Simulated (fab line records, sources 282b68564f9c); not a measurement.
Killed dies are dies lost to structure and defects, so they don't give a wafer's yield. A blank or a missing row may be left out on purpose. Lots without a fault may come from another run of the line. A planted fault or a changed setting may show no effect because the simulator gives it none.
A struck lot beside a sound one | flow rit_cmos | 14 steps out of a route of 202
Sound: wafers L281.3, L281.4, L281.5. Struck: wafers L279.3, L279.4, L279.6. The cause comes at the end.
At each step with rows: each side's tool, then ch and its chambers, then its first start. Under that, the readings that differ: sound wafers | struck wafers | difference of the means | sigmas: that difference in standard deviations of wafers without a fault.
alike: readings whose means differ by less than 2 such deviations, and words and numbers that are the same on both sides. not compared: withheld readings, readings that some wafer has no value for, bounds like >300 that may hide the same value, and numbers for which the record gives no deviation and whose values overlap.
The two part at a step that has a row with sigmas, a row that says differs or no value, or rows on one side only. Numbers that don't overlap but have no deviation are shown without sigmas and don't part them. A reading that every wafer of one side lacks parts them only if that side has two wafers or more.

RIT_PLDD_TW_MEAS_10:
  sound on film_metro-03, day 6 18:40; struck on film_metro-04, day 6 08:59
  alike: PLDD_TW
then, 4 steps without rows for these wafers: RIT_SPACER_CLEAN_00 (cleans in SC1, time 600 s); RIT_SPACER_CLEAN_01 (cleans in dHF, time 30 s); RIT_SPACER_CLEAN_02 (cleans in SC2, time 600 s); RIT_SPACER_CVD_03 (deposits Si3N4 from SiH2Cl2/NH3, target thk 250 nm, time 3300 s).
RIT_SPACER_THK_MEAS_04:
  sound on film_metro-04, day 6 21:09; struck on film_metro-01, day 6 11:32
  alike: SPACER_NITRIDE_THK
RIT_SPACER_ETCHBACK_05: etches Si3N4 in SF6/CHF3, stops on SiO2, target depth 250 nm, time 240 s.
  sound on rie_diel-02 ch 0,1,3, day 6 21:11; struck on rie_diel-04 ch 0,3, day 6 11:35
  alike: drypump_motor_current_A, oes_product_au, throttle_valve_pct
  not compared: rf_hours_counter_h
then, 2 steps without rows for these wafers: RIT_NSD_HMDS_00 (prime time 60 s); RIT_NSD_COAT_01 (resist thk 1000 nm).
RIT_NSD_SOFTBAKE_02: time 61.69 s.
  sound on litho_track-03 ch 0, day 6 21:41; struck on litho_track-04 ch 0, day 6 12:13
  alike: chill_plate_temp_C, plate_sensor_t_centre_C, plate_sensor_t_edge_C
then, 2 steps without rows for these wafers: RIT_NSD_EXPOSE_03 (exposes mask M9, target cd 40700 nm); RIT_NSD_PEB_04.
RIT_NSD_DEVELOP_05: develop time 50 s.
  sound on litho_track-04 ch 0, day 6 22:00; struck on litho_track-01, day 6 12:00
  no value came back on the struck wafers for chill_plate_temp_C (C), develop_time_s (s); on the sound wafers chill_plate_temp_C (C) reads 23.02 22.99 23.01
RIT_NSD_OVL_MEAS_06:
  sound on overlay-02, day 6 22:12; struck on overlay-01, day 6 12:43
  reading      | sound       | struck | difference                    | sigmas
  NSD_OVL (nm) | 2.0 2.2 3.0 | - - -  | no value on the struck wafers |

WHERE THEY PART
First at RIT_NSD_DEVELOP_05; last, within this record, at RIT_NSD_OVL_MEAS_06.

WHY: what the simulator had put in
Skipped step whole: litho_track-01, from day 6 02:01 on, at RIT_NSD_DEVELOP_05. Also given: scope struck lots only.
